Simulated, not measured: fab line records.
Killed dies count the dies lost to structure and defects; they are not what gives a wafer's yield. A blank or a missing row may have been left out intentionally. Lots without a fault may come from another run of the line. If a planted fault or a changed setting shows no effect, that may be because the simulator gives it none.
fab line records / flow rit-cmos
record lots=15 wafers=45 last-day=7
route steps=202 shown NLDD@104 PLDD@124 NSD@141
lots untouched by any fault: they come from a run of this same line in which no faults occurred
start-h: hours from the record's opening day to when the first of the lot's shown wafers began / wait-h: time in hours since the lot's previous step / " same as the row above / L1.1+2: a single row standing in for several wafers / - no value, or no start given / * or withheld: withheld / < > ~ a bound
route shown NAME@n: names a module that has steps shown in the file, with the first one's number in the route / usual: mean/standard deviation of fault-free wafers / same: alike in all rows / chamber/n: place in a boat / sites: each site's reading / _std_site: how widely they spread, as a standard deviation / _edge_site: the outer-site mean with the inner-site mean subtracted / radius-mm: how far each site lies from the wafer's centre / mask NAME#n: copy n / behind: tool/chamber where the wafer was last shaped / hold: why the lot went on hold/how many hours it stayed there/how the hold came to an end / device: transistor that didn't switch, given as n, p or np / end of line: the tests these same wafers got at the end of their route / a step with no rows: only its recipe / killed: not the wafer's yield, but the dies lost to structure and defects at the first sort / map: a wafer's dies, x killed, . not, _ none there
set.NAME: the setting as run; set.NAME@STEP: as run at that earlier step / model.NAME: the simulator's own value behind a step, which no gauge read
one table for each step of the route and one row for each wafer, over a sample of lots
## steps
# step RIT_NLDD_COAT_01
# recipe resist=NOVOLAK spin-rpm=3250 resist-thk-nm=1000
# usual chill-plate-temp-C=23.03/0.094 dispense-pressure-kPa=50/6.2
lot.wafer=L827.4 tool=litho-track-02 chamber=0 start-h=41.22 wait-h=0.1 chill-plate-temp-C=23.27 dispense-pressure-kPa=55
lot.wafer=L827.5 tool=litho-track-02 chamber=0 start-h=41.22 wait-h=0.1 chill-plate-temp-C=23.07 dispense-pressure-kPa=55
lot.wafer=L827.6 tool=litho-track-02 chamber=0 start-h=41.22 wait-h=0.1 chill-plate-temp-C=23.16 dispense-pressure-kPa=55
lot.wafer=L828.2 tool=litho-track-02 chamber=0 start-h=44.76 wait-h=0.1 chill-plate-temp-C=22.89 dispense-pressure-kPa=55
lot.wafer=L828.3 tool=litho-track-02 chamber=0 start-h=44.76 wait-h=0.1 chill-plate-temp-C=23.09 dispense-pressure-kPa=55
lot.wafer=L828.5 tool=litho-track-02 chamber=0 start-h=44.76 wait-h=0.1 chill-plate-temp-C=23.02 dispense-pressure-kPa=55
lot.wafer=L829.1 tool=litho-track-04 chamber=0 start-h=51.83 wait-h=0.1 chill-plate-temp-C=23.00 dispense-pressure-kPa=56
lot.wafer=L829.3 tool=litho-track-04 chamber=0 start-h=51.83 wait-h=0.1 chill-plate-temp-C=22.91 dispense-pressure-kPa=56
lot.wafer=L829.5 tool=litho-track-04 chamber=0 start-h=51.83 wait-h=0.1 chill-plate-temp-C=22.90 dispense-pressure-kPa=56
lot.wafer=L830.1 tool=litho-track-02 chamber=0 start-h=55.08 wait-h=0.1 chill-plate-temp-C=23.13 dispense-pressure-kPa=55
lot.wafer=L830.2 tool=litho-track-02 chamber=0 start-h=55.08 wait-h=0.1 chill-plate-temp-C=22.90 dispense-pressure-kPa=55
lot.wafer=L830.6 tool=litho-track-02 chamber=0 start-h=55.08 wait-h=0.1 chill-plate-temp-C=22.97 dispense-pressure-kPa=55
lot.wafer=L832.1 tool=litho-track-03 chamber=0 start-h=65.55 wait-h=0.1 chill-plate-temp-C=23.16 dispense-pressure-kPa=43
lot.wafer=L832.4 tool=litho-track-03 chamber=0 start-h=65.55 wait-h=0.1 chill-plate-temp-C=23.23 dispense-pressure-kPa=43
lot.wafer=L832.6 tool=litho-track-03 chamber=0 start-h=65.55 wait-h=0.1 chill-plate-temp-C=23.16 dispense-pressure-kPa=43
lot.wafer=L833.1 tool=litho-track-03 chamber=0 start-h=72.83 wait-h=0.1 chill-plate-temp-C=23.03 dispense-pressure-kPa=43
lot.wafer=L833.2 tool=litho-track-03 chamber=0 start-h=72.83 wait-h=0.1 chill-plate-temp-C=23.04 dispense-pressure-kPa=43
lot.wafer=L833.5 tool=litho-track-03 chamber=0 start-h=72.83 wait-h=0.1 chill-plate-temp-C=23.11 dispense-pressure-kPa=43
lot.wafer=L837.4 tool=litho-track-02 chamber=0 start-h=92.65 wait-h=0.1 chill-plate-temp-C=23.05 dispense-pressure-kPa=55
lot.wafer=L837.5 tool=litho-track-02 chamber=0 start-h=92.65 wait-h=0.1 chill-plate-temp-C=23.03 dispense-pressure-kPa=55
lot.wafer=L837.6 tool=litho-track-02 chamber=0 start-h=92.65 wait-h=0.1 chill-plate-temp-C=23.03 dispense-pressure-kPa=55
lot.wafer=L840.2 tool=litho-track-02 chamber=- start-h=118.79 wait-h=0.1 chill-plate-temp-C=- dispense-pressure-kPa=-
lot.wafer=L840.4 tool=litho-track-02 chamber=- start-h=118.79 wait-h=0.1 chill-plate-temp-C=- dispense-pressure-kPa=-
lot.wafer=L840.6 tool=litho-track-02 chamber=- start-h=118.79 wait-h=0.1 chill-plate-temp-C=- dispense-pressure-kPa=-
lot.wafer=L841.1 tool=litho-track-04 chamber=- start-h=118.83 wait-h=0.1 chill-plate-temp-C=- dispense-pressure-kPa=-
lot.wafer=L841.3 tool=litho-track-04 chamber=- start-h=118.83 wait-h=0.1 chill-plate-temp-C=- dispense-pressure-kPa=-
lot.wafer=L841.4 tool=litho-track-04 chamber=- start-h=118.83 wait-h=0.1 chill-plate-temp-C=- dispense-pressure-kPa=-
lot.wafer=L842.1 tool=litho-track-02 chamber=- start-h=124.30 wait-h=0.1 chill-plate-temp-C=- dispense-pressure-kPa=-
lot.wafer=L842.3 tool=litho-track-02 chamber=- start-h=124.30 wait-h=0.1 chill-plate-temp-C=- dispense-pressure-kPa=-
lot.wafer=L842.6 tool=litho-track-02 chamber=- start-h=124.30 wait-h=0.1 chill-plate-temp-C=- dispense-pressure-kPa=-
lot.wafer=L845.1 tool=litho-track-03 chamber=0 start-h=138.69 wait-h=0.1 chill-plate-temp-C=22.96 dispense-pressure-kPa=43
lot.wafer=L845.4 tool=litho-track-03 chamber=0 start-h=138.69 wait-h=0.1 chill-plate-temp-C=23.25 dispense-pressure-kPa=43
lot.wafer=L845.5 tool=litho-track-03 chamber=0 start-h=138.69 wait-h=0.1 chill-plate-temp-C=23.06 dispense-pressure-kPa=43
lot.wafer=L846.3 tool=litho-track-03 chamber=0 start-h=143.96 wait-h=0.1 chill-plate-temp-C=22.91 dispense-pressure-kPa=43
lot.wafer=L846.5 tool=litho-track-03 chamber=0 start-h=143.96 wait-h=0.1 chill-plate-temp-C=23.00 dispense-pressure-kPa=43
lot.wafer=L846.6 tool=litho-track-03 chamber=0 start-h=143.96 wait-h=0.1 chill-plate-temp-C=23.00 dispense-pressure-kPa=43
lot.wafer=L847.1 tool=litho-track-02 chamber=0 start-h=146.18 wait-h=0.1 chill-plate-temp-C=23.05 dispense-pressure-kPa=55
lot.wafer=L847.3 tool=litho-track-02 chamber=0 start-h=146.18 wait-h=0.1 chill-plate-temp-C=23.07 dispense-pressure-kPa=55
lot.wafer=L847.5 tool=litho-track-02 chamber=0 start-h=146.18 wait-h=0.1 chill-plate-temp-C=22.94 dispense-pressure-kPa=55
lot.wafer=L849.3 tool=litho-track-04 chamber=0 start-h=155.21 wait-h=0.1 chill-plate-temp-C=23.03 dispense-pressure-kPa=56
lot.wafer=L849.4 tool=litho-track-04 chamber=0 start-h=155.21 wait-h=0.1 chill-plate-temp-C=23.05 dispense-pressure-kPa=56
lot.wafer=L849.6 tool=litho-track-04 chamber=0 start-h=155.21 wait-h=0.1 chill-plate-temp-C=23.11 dispense-pressure-kPa=56
lot.wafer=L850.3 tool=litho-track-03 chamber=0 start-h=156.96 wait-h=0.1 chill-plate-temp-C=22.91 dispense-pressure-kPa=43
lot.wafer=L850.4 tool=litho-track-03 chamber=0 start-h=156.96 wait-h=0.1 chill-plate-temp-C=23.10 dispense-pressure-kPa=43
lot.wafer=L850.5 tool=litho-track-03 chamber=0 start-h=156.96 wait-h=0.1 chill-plate-temp-C=22.98 dispense-pressure-kPa=43
# step RIT_NLDD_OVL_MEAS_06
# usual NLDD_OVL=0.3/1.2
lot.wafer=L827.4 tool=overlay-01 chamber=- start-h=41.99 wait-h=- NLDD_OVL[nm]=0.3
lot.wafer=L827.5 tool=overlay-01 chamber=- start-h=41.99 wait-h=- NLDD_OVL[nm]=1.3
lot.wafer=L827.6 tool=overlay-01 chamber=- start-h=41.99 wait-h=- NLDD_OVL[nm]=-0.9
lot.wafer=L828.2 tool=overlay-02 chamber=- start-h=45.57 wait-h=- NLDD_OVL[nm]=-1.6
lot.wafer=L828.3 tool=overlay-02 chamber=- start-h=45.57 wait-h=- NLDD_OVL[nm]=-0.1
lot.wafer=L828.5 tool=overlay-02 chamber=- start-h=45.57 wait-h=- NLDD_OVL[nm]=-3.3
lot.wafer=L829.1 tool=overlay-02 chamber=- start-h=52.65 wait-h=- NLDD_OVL[nm]=1.2
lot.wafer=L829.3 tool=overlay-02 chamber=- start-h=52.65 wait-h=- NLDD_OVL[nm]=0.0
lot.wafer=L829.5 tool=overlay-02 chamber=- start-h=52.65 wait-h=- NLDD_OVL[nm]=0.4
lot.wafer=L830.1 tool=overlay-01 chamber=- start-h=55.78 wait-h=- NLDD_OVL[nm]=-0.3
lot.wafer=L830.2 tool=overlay-01 chamber=- start-h=55.78 wait-h=- NLDD_OVL[nm]=-0.8
lot.wafer=L830.6 tool=overlay-01 chamber=- start-h=55.78 wait-h=- NLDD_OVL[nm]=-0.3
lot.wafer=L832.1 tool=overlay-02 chamber=- start-h=66.25 wait-h=- NLDD_OVL[nm]=-1.2
lot.wafer=L832.4 tool=overlay-02 chamber=- start-h=66.25 wait-h=- NLDD_OVL[nm]=-1.8
lot.wafer=L832.6 tool=overlay-02 chamber=- start-h=66.25 wait-h=- NLDD_OVL[nm]=-1.1
lot.wafer=L833.1 tool=overlay-02 chamber=- start-h=73.65 wait-h=- NLDD_OVL[nm]=0.1
lot.wafer=L833.2 tool=overlay-02 chamber=- start-h=73.65 wait-h=- NLDD_OVL[nm]=0.8
lot.wafer=L833.5 tool=overlay-02 chamber=- start-h=73.65 wait-h=- NLDD_OVL[nm]=0.5
lot.wafer=L837.4 tool=overlay-01 chamber=- start-h=93.29 wait-h=- NLDD_OVL[nm]=1.0
lot.wafer=L837.5 tool=overlay-01 chamber=- start-h=93.29 wait-h=- NLDD_OVL[nm]=-0.4
lot.wafer=L837.6 tool=overlay-01 chamber=- start-h=93.29 wait-h=- NLDD_OVL[nm]=0.6
lot.wafer=L840.2 tool=overlay-02 chamber=- start-h=119.47 wait-h=- NLDD_OVL[nm]=-
lot.wafer=L840.4 tool=overlay-02 chamber=- start-h=119.47 wait-h=- NLDD_OVL[nm]=-
lot.wafer=L840.6 tool=overlay-02 chamber=- start-h=119.47 wait-h=- NLDD_OVL[nm]=-
lot.wafer=L841.1 tool=overlay-02 chamber=- start-h=119.71 wait-h=- NLDD_OVL[nm]=-
lot.wafer=L841.3 tool=overlay-02 chamber=- start-h=119.71 wait-h=- NLDD_OVL[nm]=-
lot.wafer=L841.4 tool=overlay-02 chamber=- start-h=119.71 wait-h=- NLDD_OVL[nm]=-
lot.wafer=L842.1 tool=overlay-02 chamber=- start-h=125.00 wait-h=- NLDD_OVL[nm]=-
lot.wafer=L842.3 tool=overlay-02 chamber=- start-h=125.00 wait-h=- NLDD_OVL[nm]=-
lot.wafer=L842.6 tool=overlay-02 chamber=- start-h=125.00 wait-h=- NLDD_OVL[nm]=-
lot.wafer=L845.1 tool=overlay-01 chamber=- start-h=139.51 wait-h=- NLDD_OVL[nm]=-1.4
lot.wafer=L845.4 tool=overlay-01 chamber=- start-h=139.51 wait-h=- NLDD_OVL[nm]=0.2
lot.wafer=L845.5 tool=overlay-01 chamber=- start-h=139.51 wait-h=- NLDD_OVL[nm]=0.7
lot.wafer=L846.3 tool=overlay-01 chamber=- start-h=144.62 wait-h=- NLDD_OVL[nm]=1.1
lot.wafer=L846.5 tool=overlay-01 chamber=- start-h=144.62 wait-h=- NLDD_OVL[nm]=-1.7
lot.wafer=L846.6 tool=overlay-01 chamber=- start-h=144.62 wait-h=- NLDD_OVL[nm]=0.8
lot.wafer=L847.1 tool=overlay-01 chamber=- start-h=147.00 wait-h=- NLDD_OVL[nm]=0.9
lot.wafer=L847.3 tool=overlay-01 chamber=- start-h=147.00 wait-h=- NLDD_OVL[nm]=0.7
lot.wafer=L847.5 tool=overlay-01 chamber=- start-h=147.00 wait-h=- NLDD_OVL[nm]=1.0
lot.wafer=L849.3 tool=overlay-01 chamber=- start-h=155.99 wait-h=- NLDD_OVL[nm]=1.7
lot.wafer=L849.4 tool=overlay-01 chamber=- start-h=155.99 wait-h=- NLDD_OVL[nm]=1.7
lot.wafer=L849.6 tool=overlay-01 chamber=- start-h=155.99 wait-h=- NLDD_OVL[nm]=0.9
lot.wafer=L850.3 tool=overlay-02 chamber=- start-h=157.90 wait-h=- NLDD_OVL[nm]=2.3
lot.wafer=L850.4 tool=overlay-02 chamber=- start-h=157.90 wait-h=- NLDD_OVL[nm]=4.1
lot.wafer=L850.5 tool=overlay-02 chamber=- start-h=157.90 wait-h=- NLDD_OVL[nm]=1.7
# step RIT_PLDD_TW_MEAS_10
# usual PLDD_TW=2343/21
lot.wafer=L827.4 tool=film-metro-01 chamber=- start-h=44.14 wait-h=0.1 PLDD_TW=2341
lot.wafer=L827.5 tool=film-metro-01 chamber=- start-h=44.14 wait-h=0.1 PLDD_TW=2338
lot.wafer=L827.6 tool=film-metro-01 chamber=- start-h=44.14 wait-h=0.1 PLDD_TW=2338
lot.wafer=L828.2 tool=film-metro-03 chamber=- start-h=47.50 wait-h=0.1 PLDD_TW=2312
lot.wafer=L828.3 tool=film-metro-03 chamber=- start-h=47.50 wait-h=0.1 PLDD_TW=2322
lot.wafer=L828.5 tool=film-metro-03 chamber=- start-h=47.50 wait-h=0.1 PLDD_TW=2314
lot.wafer=L829.1 tool=film-metro-03 chamber=- start-h=54.71 wait-h=0.1 PLDD_TW=2314
lot.wafer=L829.3 tool=film-metro-03 chamber=- start-h=54.71 wait-h=0.1 PLDD_TW=2330
lot.wafer=L829.5 tool=film-metro-03 chamber=- start-h=54.71 wait-h=0.1 PLDD_TW=2310
lot.wafer=L830.1 tool=film-metro-03 chamber=- start-h=57.84 wait-h=0.1 PLDD_TW=2323
lot.wafer=L830.2 tool=film-metro-03 chamber=- start-h=57.84 wait-h=0.1 PLDD_TW=2331
lot.wafer=L830.6 tool=film-metro-03 chamber=- start-h=57.84 wait-h=0.1 PLDD_TW=2319
lot.wafer=L832.1 tool=film-metro-01 chamber=- start-h=68.18 wait-h=0.1 PLDD_TW=2350
lot.wafer=L832.4 tool=film-metro-01 chamber=- start-h=68.18 wait-h=0.1 PLDD_TW=2343
lot.wafer=L832.6 tool=film-metro-01 chamber=- start-h=68.18 wait-h=0.1 PLDD_TW=2357
lot.wafer=L833.1 tool=film-metro-01 chamber=- start-h=75.86 wait-h=0.1 PLDD_TW=2320
lot.wafer=L833.2 tool=film-metro-01 chamber=- start-h=75.86 wait-h=0.1 PLDD_TW=2332
lot.wafer=L833.5 tool=film-metro-01 chamber=- start-h=75.86 wait-h=0.1 PLDD_TW=2322
lot.wafer=L837.4 tool=film-metro-03 chamber=- start-h=95.43 wait-h=0.1 PLDD_TW=2327
lot.wafer=L837.5 tool=film-metro-03 chamber=- start-h=95.43 wait-h=0.1 PLDD_TW=2328
lot.wafer=L837.6 tool=film-metro-03 chamber=- start-h=95.43 wait-h=0.1 PLDD_TW=2339
lot.wafer=L840.2 tool=film-metro-03 chamber=- start-h=121.53 wait-h=0.1 PLDD_TW=2847
lot.wafer=L840.4 tool=film-metro-03 chamber=- start-h=121.53 wait-h=0.1 PLDD_TW=2845
lot.wafer=L840.6 tool=film-metro-03 chamber=- start-h=121.53 wait-h=0.1 PLDD_TW=2851
lot.wafer=L841.1 tool=film-metro-03 chamber=- start-h=121.76 wait-h=0.1 PLDD_TW=2865
lot.wafer=L841.3 tool=film-metro-03 chamber=- start-h=121.76 wait-h=0.1 PLDD_TW=2862
lot.wafer=L841.4 tool=film-metro-03 chamber=- start-h=121.76 wait-h=0.1 PLDD_TW=2861
lot.wafer=L842.1 tool=film-metro-02 chamber=- start-h=127.34 wait-h=0.1 PLDD_TW=2907
lot.wafer=L842.3 tool=film-metro-02 chamber=- start-h=127.34 wait-h=0.1 PLDD_TW=2889
lot.wafer=L842.6 tool=film-metro-02 chamber=- start-h=127.34 wait-h=0.1 PLDD_TW=2898
lot.wafer=L845.1 tool=film-metro-01 chamber=- start-h=141.56 wait-h=0.1 PLDD_TW=2336
lot.wafer=L845.4 tool=film-metro-01 chamber=- start-h=141.56 wait-h=0.1 PLDD_TW=2325
lot.wafer=L845.5 tool=film-metro-01 chamber=- start-h=141.56 wait-h=0.1 PLDD_TW=2331
lot.wafer=L846.3 tool=film-metro-03 chamber=- start-h=146.97 wait-h=0.1 PLDD_TW=2330
lot.wafer=L846.5 tool=film-metro-03 chamber=- start-h=146.97 wait-h=0.1 PLDD_TW=2338
lot.wafer=L846.6 tool=film-metro-03 chamber=- start-h=146.97 wait-h=0.1 PLDD_TW=2340
lot.wafer=L847.1 tool=film-metro-02 chamber=- start-h=149.06 wait-h=0.1 PLDD_TW=2343
lot.wafer=L847.3 tool=film-metro-02 chamber=- start-h=149.06 wait-h=0.1 PLDD_TW=2342
lot.wafer=L847.5 tool=film-metro-02 chamber=- start-h=149.06 wait-h=0.1 PLDD_TW=2352
lot.wafer=L849.3 tool=film-metro-03 chamber=- start-h=158.00 wait-h=0.1 PLDD_TW=2322
lot.wafer=L849.4 tool=film-metro-03 chamber=- start-h=158.00 wait-h=0.1 PLDD_TW=2332
lot.wafer=L849.6 tool=film-metro-03 chamber=- start-h=158.00 wait-h=0.1 PLDD_TW=2338
lot.wafer=L850.3 tool=film-metro-01 chamber=- start-h=159.93 wait-h=0.1 PLDD_TW=2307
lot.wafer=L850.4 tool=film-metro-01 chamber=- start-h=159.93 wait-h=0.1 PLDD_TW=2309
lot.wafer=L850.5 tool=film-metro-01 chamber=- start-h=159.93 wait-h=0.1 PLDD_TW=2314
# step RIT_NSD_TW_MEAS_10
# usual NSD_TW=3115/28
lot.wafer=L827.4 tool=film-metro-03 chamber=- start-h=48.18 wait-h=0.1 NSD_TW=3078
lot.wafer=L827.5 tool=film-metro-03 chamber=- start-h=48.18 wait-h=0.1 NSD_TW=3095
lot.wafer=L827.6 tool=film-metro-03 chamber=- start-h=48.18 wait-h=0.1 NSD_TW=3084
lot.wafer=L828.2 tool=film-metro-02 chamber=- start-h=51.54 wait-h=0.1 NSD_TW=3148
lot.wafer=L828.3 tool=film-metro-02 chamber=- start-h=51.54 wait-h=0.1 NSD_TW=3152
lot.wafer=L828.5 tool=film-metro-02 chamber=- start-h=51.54 wait-h=0.1 NSD_TW=3143
lot.wafer=L829.1 tool=film-metro-03 chamber=- start-h=58.62 wait-h=0.1 NSD_TW=3078
lot.wafer=L829.3 tool=film-metro-03 chamber=- start-h=58.62 wait-h=0.1 NSD_TW=3108
lot.wafer=L829.5 tool=film-metro-03 chamber=- start-h=58.62 wait-h=0.1 NSD_TW=3098
lot.wafer=L830.1 tool=film-metro-01 chamber=- start-h=61.93 wait-h=0.1 NSD_TW=3115
lot.wafer=L830.2 tool=film-metro-01 chamber=- start-h=61.93 wait-h=0.1 NSD_TW=3121
lot.wafer=L830.6 tool=film-metro-01 chamber=- start-h=61.93 wait-h=0.1 NSD_TW=3109
lot.wafer=L832.1 tool=film-metro-03 chamber=- start-h=72.11 wait-h=0.1 NSD_TW=3101
lot.wafer=L832.4 tool=film-metro-03 chamber=- start-h=72.11 wait-h=0.1 NSD_TW=3085
lot.wafer=L832.6 tool=film-metro-03 chamber=- start-h=72.11 wait-h=0.1 NSD_TW=3088
lot.wafer=L833.1 tool=film-metro-03 chamber=- start-h=79.81 wait-h=0.1 NSD_TW=3074
lot.wafer=L833.2 tool=film-metro-03 chamber=- start-h=79.81 wait-h=0.1 NSD_TW=3093
lot.wafer=L833.5 tool=film-metro-03 chamber=- start-h=79.81 wait-h=0.1 NSD_TW=3086
lot.wafer=L837.4 tool=film-metro-01 chamber=- start-h=99.51 wait-h=0.1 NSD_TW=3104
lot.wafer=L837.5 tool=film-metro-01 chamber=- start-h=99.51 wait-h=0.1 NSD_TW=3095
lot.wafer=L837.6 tool=film-metro-01 chamber=- start-h=99.51 wait-h=0.1 NSD_TW=3089
lot.wafer=L840.2 tool=film-metro-03 chamber=- start-h=125.58 wait-h=0.1 NSD_TW=3321
lot.wafer=L840.4 tool=film-metro-03 chamber=- start-h=125.58 wait-h=0.1 NSD_TW=3296
lot.wafer=L840.6 tool=film-metro-03 chamber=- start-h=125.58 wait-h=0.1 NSD_TW=3286
lot.wafer=L841.1 tool=film-metro-03 chamber=- start-h=125.70 wait-h=0.1 NSD_TW=3297
lot.wafer=L841.3 tool=film-metro-03 chamber=- start-h=125.70 wait-h=0.1 NSD_TW=3290
lot.wafer=L841.4 tool=film-metro-03 chamber=- start-h=125.70 wait-h=0.1 NSD_TW=3307
lot.wafer=L842.1 tool=film-metro-02 chamber=- start-h=131.42 wait-h=0.1 NSD_TW=3368
lot.wafer=L842.3 tool=film-metro-02 chamber=- start-h=131.42 wait-h=0.1 NSD_TW=3354
lot.wafer=L842.6 tool=film-metro-02 chamber=- start-h=131.42 wait-h=0.1 NSD_TW=3355
lot.wafer=L845.1 tool=film-metro-03 chamber=- start-h=145.75 wait-h=0.1 NSD_TW=3101
lot.wafer=L845.4 tool=film-metro-03 chamber=- start-h=145.75 wait-h=0.1 NSD_TW=3090
lot.wafer=L845.5 tool=film-metro-03 chamber=- start-h=145.75 wait-h=0.1 NSD_TW=3083
lot.wafer=L846.3 tool=film-metro-03 chamber=- start-h=151.01 wait-h=0.1 NSD_TW=3094
lot.wafer=L846.5 tool=film-metro-03 chamber=- start-h=151.01 wait-h=0.1 NSD_TW=3091
lot.wafer=L846.6 tool=film-metro-03 chamber=- start-h=151.01 wait-h=0.1 NSD_TW=3112
lot.wafer=L847.1 tool=film-metro-01 chamber=- start-h=153.28 wait-h=0.1 NSD_TW=3074
lot.wafer=L847.3 tool=film-metro-01 chamber=- start-h=153.28 wait-h=0.1 NSD_TW=3077
lot.wafer=L847.5 tool=film-metro-01 chamber=- start-h=153.28 wait-h=0.1 NSD_TW=3078
lot.wafer=L849.3 tool=film-metro-02 chamber=- start-h=162.22 wait-h=0.1 NSD_TW=3124
lot.wafer=L849.4 tool=film-metro-02 chamber=- start-h=162.22 wait-h=0.1 NSD_TW=3129
lot.wafer=L849.6 tool=film-metro-02 chamber=- start-h=162.22 wait-h=0.1 NSD_TW=3127
lot.wafer=L850.3 tool=film-metro-02 chamber=- start-h=164.00 wait-h=0.1 NSD_TW=3140
lot.wafer=L850.4 tool=film-metro-02 chamber=- start-h=164.00 wait-h=0.1 NSD_TW=3122
lot.wafer=L850.5 tool=film-metro-02 chamber=- start-h=164.00 wait-h=0.1 NSD_TW=3135
## key
first-sign step=RIT_NLDD_COAT_01 reading=tool-record direction=missing
effect step=RIT_NLDD_OVL_MEAS_06 reading=NLDD_OVL direction=missing
effect step=RIT_PLDD_TW_MEAS_10 reading=PLDD_TW direction=up sigmas=25 usual=2343 struck=2869
effect step=RIT_NSD_TW_MEAS_10 reading=NSD_TW direction=up sigmas=7.3 usual=3115 struck=3319
met-at RIT_NLDD_COAT_01
struck-lots L840,L841,L842
sort-left-out L840.2,L840.4,L840.6,L841.1,L841.3,L841.4,L842.1,L842.3,L842.6
tester-left-out L840,L841,L842
onset-between 92.65 118.79
fault kind=skipped-step-whole tool=litho-track-02,litho-track-04 chamber=- onset-h=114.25 steps=RIT_NLDD_COAT_01 scope=struck-lots-only
# tester-left-out: of these lots the tester's yield and bins aren't shown, on N5 and GAA mostly nor the transistor test; their killed dies are dies lost to structure and defects alone, not to doping, threshold or leakage, so they don't give the yield
# sort-left-out: the simulated sort isn't trusted on such a fault, so these wafers' sort isn't shown, and their yield isn't known
